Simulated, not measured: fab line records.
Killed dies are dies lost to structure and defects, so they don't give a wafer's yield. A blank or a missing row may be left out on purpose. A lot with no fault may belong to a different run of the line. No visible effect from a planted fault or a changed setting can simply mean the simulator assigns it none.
Lot-split experiment + flow berkeley cmos170 + 23 wafers read from 5 lots, route of 331 steps

## THE SPLIT
At UCB170_PWELL_COAT_08 (resist thk 900 nm), the setting spin rpm was moved away from the recipe's 1500 rpm on 5 of the 23 wafers read, by -7.3% to -3.5%. For the rest of the wafers, this setting stayed at what the recipe calls for.

## FROM THE SPLIT TO THE READING: what the file shows between them, 3 steps
- UCB170_PWELL_SOFTBAKE_09: time 60 s
- UCB170_PWELL_EXPOSE_10: exposes mask PWELL, target cd 3000 nm
- UCB170_PWELL_DEVELOP_12: develop time 45 s

## THE READING
KrF_of_PWELL_COAT_08.thk nm (the simulator's own value, which no gauge read), in nm, at UCB170_PWELL_ETCH_14 (etches Si3N4 in CH3F/Ar/O2, stops on SiO2, target depth 242 nm, time 151 s). No usual value for it is given in the file. Average 727.3 nm, standard deviation 3.2 nm, over the 18 wafers here run with the recipe.

| wafer  | tool, chamber at the split | spin rpm as run, rpm | against the recipe | KrF_of_PWELL_COAT_08.thk nm, nm | against lot-mates on the recipe |
|--------|----------------------------|----------------------|--------------------|---------------------------------|---------------------------------|
| L076.1 | litho track-02, 0          | 1500                 | recipe             | 724.1                           | -                               |
| L076.3 | litho track-02, 0          | 1447                 | -3.5%              | 748.2                           | +22.6                           |
| L076.4 | litho track-02, 0          | 1447                 | -3.5%              | 745                             | +19.4                           |
| L076.5 | litho track-02, 0          | 1500                 | recipe             | 723.7                           | -                               |
| L076.6 | litho track-02, 0          | 1500                 | recipe             | 728.9                           | -                               |
| L078.2 | litho track-02, 0          | 1500                 | recipe             | 725.5                           | -                               |
| L078.3 | litho track-02, 0          | 1500                 | recipe             | 723.9                           | -                               |
| L078.4 | litho track-02, 0          | 1500                 | recipe             | 728.5                           | -                               |
| L078.5 | litho track-02, 0          | 1500                 | recipe             | 728                             | -                               |
| L078.6 | litho track-02, 0          | 1500                 | recipe             | 722.6                           | -                               |
| L082.2 | litho track-01, 0          | 1500                 | recipe             | 727.8                           | -                               |
| L082.3 | litho track-01, 0          | 1500                 | recipe             | 728.3                           | -                               |
| L082.4 | litho track-01, 0          | 1500                 | recipe             | 729.8                           | -                               |
| L082.5 | litho track-01, 0          | 1500                 | recipe             | 732.2                           | -                               |
| L082.6 | litho track-01, 0          | 1500                 | recipe             | 730.2                           | -                               |
| L081.1 | litho track-02, 0          | 1500                 | recipe             | 723.6                           | -                               |
| L081.4 | litho track-02, 0          | 1500                 | recipe             | 733.5                           | -                               |
| L081.6 | litho track-02, 0          | 1500                 | recipe             | 731.5                           | -                               |
| L085.1 | litho track-01, 0          | 1500                 | recipe             | 724                             | -                               |
| L085.2 | litho track-01, 0          | 1391                 | -7.3%              | 763.5                           | +38.6                           |
| L085.3 | litho track-01, 0          | 1391                 | -7.3%              | 762                             | +37.1                           |
| L085.4 | litho track-01, 0          | 1500                 | recipe             | 725.7                           | -                               |
| L085.5 | litho track-01, 0          | 1391                 | -7.3%              | 756.7                           | +31.9                           |

THE FIT
A straight line over all 23 wafers: KrF_of_PWELL_COAT_08.thk nm changes by -4.69 nm for each +1% of spin rpm; r = -0.97; the points scatter about the line by 3.3 nm.
The same after taking each lot's own level away (the mean of its wafers on the recipe; 23 wafers): -5.05 nm for each +1%; r = -0.98; scatter 2.8 nm.
According to that fit, moving spin rpm by its largest amount changes the reading by 37 nm.
Across the lots, their own levels run from 724.85 to 729.66 nm, a range of 1.5 times the standard deviation given above.
The two slopes are in agreement: the lot-to-lot level therefore moves the slope only a little.
Check: with one of the wafers moved furthest among these (-7.3%) left out of the fit, the line predicts +36.1 nm for it against its lot-mates. It came out at +38.6 nm against them.

## OTHER SPLITS ON THESE WAFERS
Other splits were also applied to these wafers ahead of the reading. Each is held against what the fit with the lots' levels taken away leaves over:
| other split on the same wafers   | wafers away from the commonest value | r with KrF_of_PWELL_COAT_08.thk nm (lot level and that fit taken away) |
|----------------------------------|--------------------------------------|------------------------------------------------------------------------|
| UCB170_PWELL_OXIDATION_02 temp c | 10                                   | -0.23                                                                  |

## THE WHOLE CHAIN: every reading that the file lists as answering this split, in the file's order
| step                  | what it does                                                               | reading                                                                      | change (the file's fit)              | r (the file's) |
|-----------------------|----------------------------------------------------------------------------|------------------------------------------------------------------------------|--------------------------------------|----------------|
| UCB170_PWELL_COAT_08  | resist thk 900 nm                                                          | KrF_of_PWELL_COAT_08.thk nm (the simulator's own value, which no gauge read) | -5.05 nm for each +1% of the setting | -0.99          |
| UCB170_PWELL_ETCH_14  | etches Si3N4 in CH3F/Ar/O2, stops on SiO2, target depth 242 nm, time 151 s | KrF_of_PWELL_COAT_08.thk nm (the simulator's own value, which no gauge read) | -5.13 nm for each +1% of the setting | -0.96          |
| UCB170_PWELL_STRIP_16 | strips in O2                                                               | strip time to endpoint s                                                     | withheld for each +1% of the setting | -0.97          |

## THE FILE'S OWN FIT
KrF_of_PWELL_COAT_08.thk nm changes by -5.13 nm for each +1% of spin rpm, r = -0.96.
